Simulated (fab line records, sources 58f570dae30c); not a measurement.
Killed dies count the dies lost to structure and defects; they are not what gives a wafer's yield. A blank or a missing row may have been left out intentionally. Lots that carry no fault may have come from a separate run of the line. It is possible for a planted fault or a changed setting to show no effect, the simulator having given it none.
fab line records + flow berkeley-cmos170
record:
- lots: 11
- wafers: 33
- last-day: 9
route steps=331 shown NVT@112 PLDD@151 NLDD@166 NSD@197
lots that met no fault: from a run of the same line without faults
start-h: hours from the record's first day to the start of the lot's first wafer shown + wait-h: hours from the lot's prior step to this one + " unchanged from the row above + L1.1+2: several wafers, shown together as one row + - value missing, or start not given + * or withheld: withheld + < > ~ a bound
route shown NAME@n: a module of which the file shows steps, and the number in the route of the first + usual: mean/standard deviation of fault-free wafers + same: alike in all rows + chamber/n: place in a boat + sites: readings site by site + _std_site: the values' standard deviation + _edge_site: the outer-site mean with the inner-site mean subtracted + radius-mm: how far each site lies from the wafer's centre + mask NAME#n: copy n + behind: the last tool/chamber to shape the wafer + hold: cause of the lot's hold/its duration in hours/its outcome + device: whichever transistor did not switch (one of n, p or np) + end of line: the same wafers' tests at the end of the route + a step without rows: its recipe alone + killed: dies lost to structure and defects at the first sort, not the wafer's yield + map: the dies of a wafer, with x for killed, . for not killed, _ for no die there
set.NAME: the run value of the setting; set.NAME@STEP: its run value at that earlier step + model.NAME: the simulator's own value behind a step, which no gauge read
one table for each step of the route and one row for each wafer, over a sample of lots
services: the hour from which a tool's chamber was out of use, counted from the record's first day as start-h (under 0 if before that day), plus the number of hours and why
== steps ==
step: UCB170_NVT_STRIP_08
recipe:
- chemistry: O2
- power-w: 400
- pressure-mtorr: 3500
- platen-temp-c: withheld
- o2-flow-sccm: 400
- overash-fraction: 0.5
usual:
- drypump-motor-current-A: 5.9/0.38
- oes-product-au: 0.734/0.0043
- strip-time-to-endpoint-s: 21.63/0.054
| lot.wafer | tool            | chamber | start-h | wait-h | drypump-motor-current-A | oes-product-au | rf-hours-counter-h | strip-time-to-endpoint-s |
|-----------|-----------------|---------|---------|--------|-------------------------|----------------|--------------------|--------------------------|
| L862.1    | plasma-asher-01 | 0       | 119.75  | 0.1    | 6.2                     | 0.737          | 43                 | 21.64                    |
| L862.3    | "               | 0       | "       | "      | 6.1                     | 0.740          | -                  | 21.66                    |
| L862.6    | "               | 0       | "       | "      | 6.1                     | 0.736          | -                  | 21.64                    |
| L861.2    | plasma-asher-02 | 1       | 120.09  | 0.1    | 5.5                     | 0.740          | 0                  | 21.63                    |
| L861.3    | "               | 1       | "       | "      | 5.5                     | 0.729          | -                  | 21.60                    |
| L861.4    | "               | 0       | "       | "      | 6.4                     | 0.738          | -                  | 21.54                    |
| L863.1    | plasma-asher-01 | 0       | 129.63  | 0.1    | 6.2                     | 0.736          | 44                 | 21.64                    |
| L863.2    | "               | 1       | "       | "      | 5.8                     | 0.730          | 44                 | 21.68                    |
| L863.6    | "               | 0       | "       | "      | 6.2                     | 0.734          | -                  | 21.66                    |
| L866.1    | plasma-asher-01 | 0       | 140.36  | 0.1    | 6.2                     | 0.733          | 45                 | 21.60                    |
| L866.5    | "               | 0       | "       | "      | 6.2                     | 0.727          | -                  | 21.62                    |
| L866.6    | "               | 1       | "       | "      | 5.9                     | 0.741          | -                  | 21.60                    |
| L865.2    | plasma-asher-02 | 1       | 140.48  | 0.1    | 5.5                     | 0.729          | 3                  | 21.68                    |
| L865.3    | "               | 1       | "       | "      | 5.5                     | 0.727          | -                  | 21.66                    |
| L865.6    | "               | 1       | "       | "      | 5.5                     | 0.740          | -                  | 21.62                    |
| L864.2    | plasma-asher-01 | 0       | 140.72  | 0.1    | 6.1                     | 0.732          | 45                 | 21.62                    |
| L864.4    | "               | 1       | "       | "      | 5.9                     | 0.729          | -                  | 21.59                    |
| L864.6    | "               | 0       | "       | "      | 6.1                     | 0.733          | -                  | 21.52                    |
| L867.2    | plasma-asher-02 | 0       | 140.99  | 0.1    | 6.4                     | 0.732          | 3                  | 21.56                    |
| L867.3    | "               | 0       | "       | "      | 6.4                     | 0.734          | -                  | 21.59                    |
| L867.4    | "               | 1       | "       | "      | 5.5                     | 0.726          | -                  | 21.59                    |
| L869.2    | plasma-asher-01 | 0       | 146.08  | 0.1    | 6.2                     | 0.734          | 45                 | 21.61                    |
| L869.3    | "               | 0       | "       | "      | 6.2                     | 0.736          | -                  | 21.58                    |
| L869.4    | "               | 1       | "       | "      | 5.9                     | 0.732          | -                  | 21.59                    |
| L870.1    | plasma-asher-02 | 0       | 146.28  | 0.1    | 6.4                     | 0.732          | 3                  | 21.57                    |
| L870.5    | "               | 1       | "       | "      | 5.4                     | 0.734          | -                  | 21.61                    |
| L870.6    | "               | 0       | "       | "      | 6.4                     | 0.736          | -                  | 21.56                    |
| L868.1    | plasma-asher-01 | 1       | 146.35  | 0.1    | 5.9                     | 0.737          | 45                 | 21.64                    |
| L868.4    | "               | 1       | "       | "      | 5.9                     | 0.731          | -                  | 21.65                    |
| L868.5    | "               | 1       | "       | "      | 5.9                     | 0.734          | -                  | 21.59                    |
| L871.1    | plasma-asher-01 | 1       | 158.68  | 0.1    | 5.9                     | 0.736          | 47                 | 21.62                    |
| L871.4    | "               | 1       | "       | "      | 5.9                     | 0.734          | -                  | 21.61                    |
| L871.6    | "               | 1       | "       | "      | 5.9                     | 0.742          | -                  | 21.62                    |
step: UCB170_PLDD_CD_MEAS_06
recipe:
- target-cd-nm: 1200
usual:
- cd-nm: 1199.6/1.3
| lot.wafer | tool      | chamber | start-h | wait-h | cd-nm  |
|-----------|-----------|---------|---------|--------|--------|
| L861.2    | cd-sem-02 | -       | 136.81  | -      | 1199.2 |
| L861.3    | "         | -       | "       | "      | 1200.0 |
| L861.4    | "         | -       | "       | "      | 1199.7 |
| L862.1    | cd-sem-01 | -       | 136.85  | -      | 1199.1 |
| L862.3    | "         | -       | "       | "      | 1200.2 |
| L862.6    | "         | -       | "       | "      | 1198.2 |
| L863.1    | cd-sem-02 | -       | 142.92  | -      | 1198.3 |
| L863.2    | "         | -       | "       | "      | 1198.5 |
| L863.6    | "         | -       | "       | "      | 1198.4 |
| L865.2    | cd-sem-01 | -       | 154.38  | -      | 1199.1 |
| L865.3    | "         | -       | "       | "      | 1197.7 |
| L865.6    | "         | -       | "       | "      | 1198.2 |
| L867.2    | cd-sem-01 | -       | 154.70  | -      | 1199.3 |
| L867.3    | "         | -       | "       | "      | 1199.3 |
| L867.4    | "         | -       | "       | "      | 1200.2 |
| L866.1    | cd-sem-02 | -       | 154.92  | -      | 1199.4 |
| L866.5    | "         | -       | "       | "      | 1199.4 |
| L866.6    | "         | -       | "       | "      | 1198.7 |
| L864.2    | cd-sem-01 | -       | 155.18  | -      | 1201.0 |
| L864.4    | "         | -       | "       | "      | 1201.2 |
| L864.6    | "         | -       | "       | "      | 1201.7 |
| L870.1    | cd-sem-01 | -       | 162.46  | -      | 1200.5 |
| L870.5    | "         | -       | "       | "      | 1199.6 |
| L870.6    | "         | -       | "       | "      | 1200.1 |
| L868.1    | cd-sem-02 | -       | 162.76  | -      | 1200.2 |
| L868.4    | "         | -       | "       | "      | 1200.4 |
| L868.5    | "         | -       | "       | "      | 1200.4 |
| L869.2    | cd-sem-02 | -       | 162.96  | -      | 1199.3 |
| L869.3    | "         | -       | "       | "      | 1200.4 |
| L869.4    | "         | -       | "       | "      | 1200.1 |
| L871.1    | cd-sem-01 | -       | 176.03  | -      | 1202.2 |
| L871.4    | "         | -       | "       | "      | 1202.3 |
| L871.6    | "         | -       | "       | "      | 1202.5 |
step: UCB170_NLDD_IMPLANT_08
recipe:
- species: As
- dose-cm2: 5e+13
- energy-kev: 30
- tilt-deg: 7
- rotation-deg: 0
usual:
- implant-ion-amu: 75/0
| lot.wafer | tool         | chamber | start-h | wait-h | implant-ion-amu |
|-----------|--------------|---------|---------|--------|-----------------|
| L861.2    | implanter-04 | 0       | 139.20  | 0.0    | 75              |
| L861.3    | "            | 0       | "       | "      | 75              |
| L861.4    | "            | 0       | "       | "      | 75              |
| L862.1    | implanter-02 | 0       | 139.38  | 0.0    | 75              |
| L862.3    | "            | 0       | "       | "      | 75              |
| L862.6    | "            | 0       | "       | "      | 75              |
| L863.1    | implanter-01 | 0       | 145.27  | 0.0    | 75              |
| L863.2    | "            | 0       | "       | "      | 75              |
| L863.6    | "            | 0       | "       | "      | 75              |
| L865.2    | implanter-01 | 0       | 156.67  | 0.0    | 75              |
| L865.3    | "            | 0       | "       | "      | 75              |
| L865.6    | "            | 0       | "       | "      | 75              |
| L867.2    | implanter-04 | 0       | 157.87  | 0.0    | 75              |
| L867.3    | "            | 0       | "       | "      | 75              |
| L867.4    | "            | 0       | "       | "      | 75              |
| L866.1    | implanter-02 | 0       | 157.96  | 0.0    | 75              |
| L866.5    | "            | 0       | "       | "      | 75              |
| L866.6    | "            | 0       | "       | "      | 75              |
| L864.2    | implanter-04 | 0       | 158.47  | 0.0    | 75              |
| L864.4    | "            | 0       | "       | "      | 75              |
| L864.6    | "            | 0       | "       | "      | 75              |
| L870.1    | implanter-04 | 0       | 164.72  | 0.0    | 49              |
| L870.5    | "            | 0       | "       | "      | 49              |
| L870.6    | "            | 0       | "       | "      | 49              |
| L868.1    | implanter-01 | 0       | 164.96  | 0.0    | 49              |
| L868.4    | "            | 0       | "       | "      | 49              |
| L868.5    | "            | 0       | "       | "      | 49              |
| L869.2    | implanter-02 | 0       | 165.22  | 0.0    | 49              |
| L869.3    | "            | 0       | "       | "      | 49              |
| L869.4    | "            | 0       | "       | "      | 49              |
| L871.1    | implanter-01 | 0       | 179.06  | 0.0    | 49              |
| L871.4    | "            | 0       | "       | "      | 49              |
| L871.6    | "            | 0       | "       | "      | 49              |
step: UCB170_NLDD_TW_MEAS_11
usual:
- NLDD_TW: 2232/20
| lot.wafer | tool          | chamber | start-h | wait-h | NLDD_TW |
|-----------|---------------|---------|---------|--------|---------|
| L861.2    | film-metro-04 | -       | 139.58  | 0.1    | 2256    |
| L861.3    | "             | -       | "       | "      | 2242    |
| L861.4    | "             | -       | "       | "      | 2262    |
| L862.1    | film-metro-01 | -       | 139.78  | 0.1    | 2205    |
| L862.3    | "             | -       | "       | "      | 2198    |
| L862.6    | "             | -       | "       | "      | 2211    |
| L863.1    | film-metro-04 | -       | 145.67  | 0.1    | 2240    |
| L863.2    | "             | -       | "       | "      | 2247    |
| L863.6    | "             | -       | "       | "      | 2240    |
| L865.2    | film-metro-04 | -       | 157.06  | 0.1    | 2232    |
| L865.3    | "             | -       | "       | "      | 2240    |
| L865.6    | "             | -       | "       | "      | 2243    |
| L867.2    | film-metro-04 | -       | 158.25  | 0.1    | 2250    |
| L867.3    | "             | -       | "       | "      | 2246    |
| L867.4    | "             | -       | "       | "      | 2235    |
| L866.1    | film-metro-01 | -       | 158.36  | 0.1    | 2204    |
| L866.5    | "             | -       | "       | "      | 2213    |
| L866.6    | "             | -       | "       | "      | 2206    |
| L864.2    | film-metro-02 | -       | 158.85  | 0.1    | 2265    |
| L864.4    | "             | -       | "       | "      | 2254    |
| L864.6    | "             | -       | "       | "      | 2268    |
| L870.1    | film-metro-04 | -       | 165.12  | 0.1    | 1948    |
| L870.5    | "             | -       | "       | "      | 1955    |
| L870.6    | "             | -       | "       | "      | 1942    |
| L868.1    | film-metro-01 | -       | 165.36  | 0.1    | 1918    |
| L868.4    | "             | -       | "       | "      | 1923    |
| L868.5    | "             | -       | "       | "      | 1925    |
| L869.2    | film-metro-04 | -       | 165.61  | 0.1    | 1951    |
| L869.3    | "             | -       | "       | "      | 1941    |
| L869.4    | "             | -       | "       | "      | 1937    |
| L871.1    | film-metro-01 | -       | 179.46  | 0.1    | 1927    |
| L871.4    | "             | -       | "       | "      | 1919    |
| L871.6    | "             | -       | "       | "      | 1923    |
step: UCB170_NSD_TW_MEAS_10
usual:
- NSD_TW: 4235/34
| lot.wafer | tool          | chamber | start-h | wait-h | NSD_TW |
|-----------|---------------|---------|---------|--------|--------|
| L861.2    | film-metro-01 | -       | 151.23  | 0.1    | 4179   |
| L861.3    | "             | -       | "       | "      | 4170   |
| L861.4    | "             | -       | "       | "      | 4173   |
| L862.1    | film-metro-02 | -       | 151.37  | 0.1    | 4285   |
| L862.3    | "             | -       | "       | "      | 4293   |
| L862.6    | "             | -       | "       | "      | 4280   |
| L863.1    | film-metro-02 | -       | 158.09  | 0.1    | 4265   |
| L863.2    | "             | -       | "       | "      | 4263   |
| L863.6    | "             | -       | "       | "      | 4254   |
| L865.2    | film-metro-04 | -       | 164.51  | 0.1    | 4236   |
| L865.3    | "             | -       | "       | "      | 4252   |
| L865.6    | "             | -       | "       | "      | 4245   |
| L867.2    | film-metro-04 | -       | 164.85  | 0.1    | 4231   |
| L867.3    | "             | -       | "       | "      | 4232   |
| L867.4    | "             | -       | "       | "      | 4225   |
| L864.2    | film-metro-01 | -       | 166.18  | 0.1    | 4184   |
| L864.4    | "             | -       | "       | "      | 4173   |
| L864.6    | "             | -       | "       | "      | 4193   |
| L866.1    | film-metro-04 | -       | 166.51  | 0.1    | 4225   |
| L866.5    | "             | -       | "       | "      | 4249   |
| L866.6    | "             | -       | "       | "      | 4242   |
| L870.1    | film-metro-04 | -       | 172.44  | 0.1    | 4239   |
| L870.5    | "             | -       | "       | "      | 4217   |
| L870.6    | "             | -       | "       | "      | 4222   |
| L869.2    | film-metro-02 | -       | 172.57  | 0.1    | 4250   |
| L869.3    | "             | -       | "       | "      | 4231   |
| L869.4    | "             | -       | "       | "      | 4268   |
| L868.1    | film-metro-01 | -       | 172.71  | 0.1    | 4185   |
| L868.4    | "             | -       | "       | "      | 4178   |
| L868.5    | "             | -       | "       | "      | 4181   |
| L871.1    | film-metro-04 | -       | 188.85  | 0.1    | 4238   |
| L871.4    | "             | -       | "       | "      | 4211   |
| L871.6    | "             | -       | "       | "      | 4244   |
step: UCB170_SDANNEAL_RS_MEAS_05
recipe:
- thk-meas-gauge: four-point-probe
usual:
- NLDD_RS: 617.2/1.7
| lot.wafer | tool          | chamber | start-h | wait-h | NLDD_RS[ohm/sq] |
|-----------|---------------|---------|---------|--------|-----------------|
| L861.2    | film-metro-02 | -       | 153.33  | 0.1    | 616.1           |
| L861.3    | "             | -       | "       | "      | 617.2           |
| L861.4    | "             | -       | "       | "      | 618.6           |
| L862.1    | film-metro-01 | -       | 153.54  | 0.1    | 617.4           |
| L862.3    | "             | -       | "       | "      | 618.2           |
| L862.6    | "             | -       | "       | "      | 616.8           |
| L863.1    | film-metro-02 | -       | 159.80  | 0.1    | 614.5           |
| L863.2    | "             | -       | "       | "      | 615.9           |
| L863.6    | "             | -       | "       | "      | 615.9           |
| L865.2    | film-metro-02 | -       | 165.96  | 0.1    | 617.7           |
| L865.3    | "             | -       | "       | "      | 615.5           |
| L865.6    | "             | -       | "       | "      | 616.8           |
| L867.2    | film-metro-02 | -       | 166.49  | 0.1    | 615.4           |
| L867.3    | "             | -       | "       | "      | 615.3           |
| L867.4    | "             | -       | "       | "      | 615.7           |
| L864.2    | film-metro-04 | -       | 167.64  | 0.1    | 615.9           |
| L864.4    | "             | -       | "       | "      | 617.7           |
| L864.6    | "             | -       | "       | "      | 617.8           |
| L866.1    | film-metro-02 | -       | 167.96  | 0.1    | 615.1           |
| L866.5    | "             | -       | "       | "      | 617.5           |
| L866.6    | "             | -       | "       | "      | 617.6           |
| L870.1    | film-metro-02 | -       | 174.14  | 0.1    | -               |
| L870.5    | "             | -       | "       | "      | -               |
| L870.6    | "             | -       | "       | "      | -               |
| L869.2    | film-metro-01 | -       | 174.61  | 0.1    | -               |
| L869.3    | "             | -       | "       | "      | -               |
| L869.4    | "             | -       | "       | "      | -               |
| L868.1    | film-metro-04 | -       | 174.61  | 0.1    | -               |
| L868.4    | "             | -       | "       | "      | -               |
| L868.5    | "             | -       | "       | "      | -               |
| L871.1    | film-metro-04 | -       | 191.40  | 0.1    | -               |
| L871.4    | "             | -       | "       | "      | -               |
| L871.6    | "             | -       | "       | "      | -               |
== services ==
| tool            | chamber | start-h | hours | kind       |
|-----------------|---------|---------|-------|------------|
| plasma-asher-02 | -       | 108.75  | 9.0   | pm         |
| plasma-asher-02 | 0       | 108.75  | 9.0   | vent-cycle |
| plasma-asher-02 | 1       | 108.75  | 9.0   | vent-cycle |
| plasma-asher-02 | 0       | 117.75  | -     | clean      |
| plasma-asher-02 | 1       | 117.75  | -     | clean      |
| implanter-01    | -       | 118.43  | 1.2   | repair     |
| plasma-asher-02 | -       | 126.81  | 1.4   | repair     |
| implanter-01    | -       | 148.24  | 7.2   | pm         |
== key ==
first-sign:
- step: UCB170_NLDD_IMPLANT_08
- reading: implant-ion-amu
- direction: down
- sigmas: 99+
- usual: 75
- struck: 49
effect:
- step: UCB170_NLDD_TW_MEAS_11
- reading: NLDD_TW
- direction: down
- sigmas: 15
- usual: 2232
- struck: 1934
effect:
- step: UCB170_SDANNEAL_RS_MEAS_05
- reading: NLDD_RS
- direction: missing
met-at UCB170_NLDD_IMPLANT_08
struck-lots L868,L869,L870,L871
sort-left-out L868.1,L868.4,L868.5,L869.2,L869.3,L869.4,L870.1,L870.5,L870.6,L871.1,L871.4,L871.6
tester-left-out L868,L869,L870,L871
not-acting-at UCB170_NVT_STRIP_08,UCB170_PLDD_CD_MEAS_06,UCB170_NSD_TW_MEAS_10
fault:
- kind: wrong-recipe-download
- tool: implanter-01,implanter-02,implanter-04
- chamber: -
- onset-h: 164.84
- steps: UCB170_NLDD_IMPLANT_08
- wrong-recipe.not-listed: 1
tester-left-out: of these lots the tester's yield and bins aren't shown, on N5 and GAA mostly nor the transistor test; their killed dies are dies lost to structure and defects alone, not to doping, threshold or leakage, so they don't give the yield
sort-left-out: the simulated sort isn't trusted on such a fault, so these wafers' sort isn't shown, and their yield isn't known
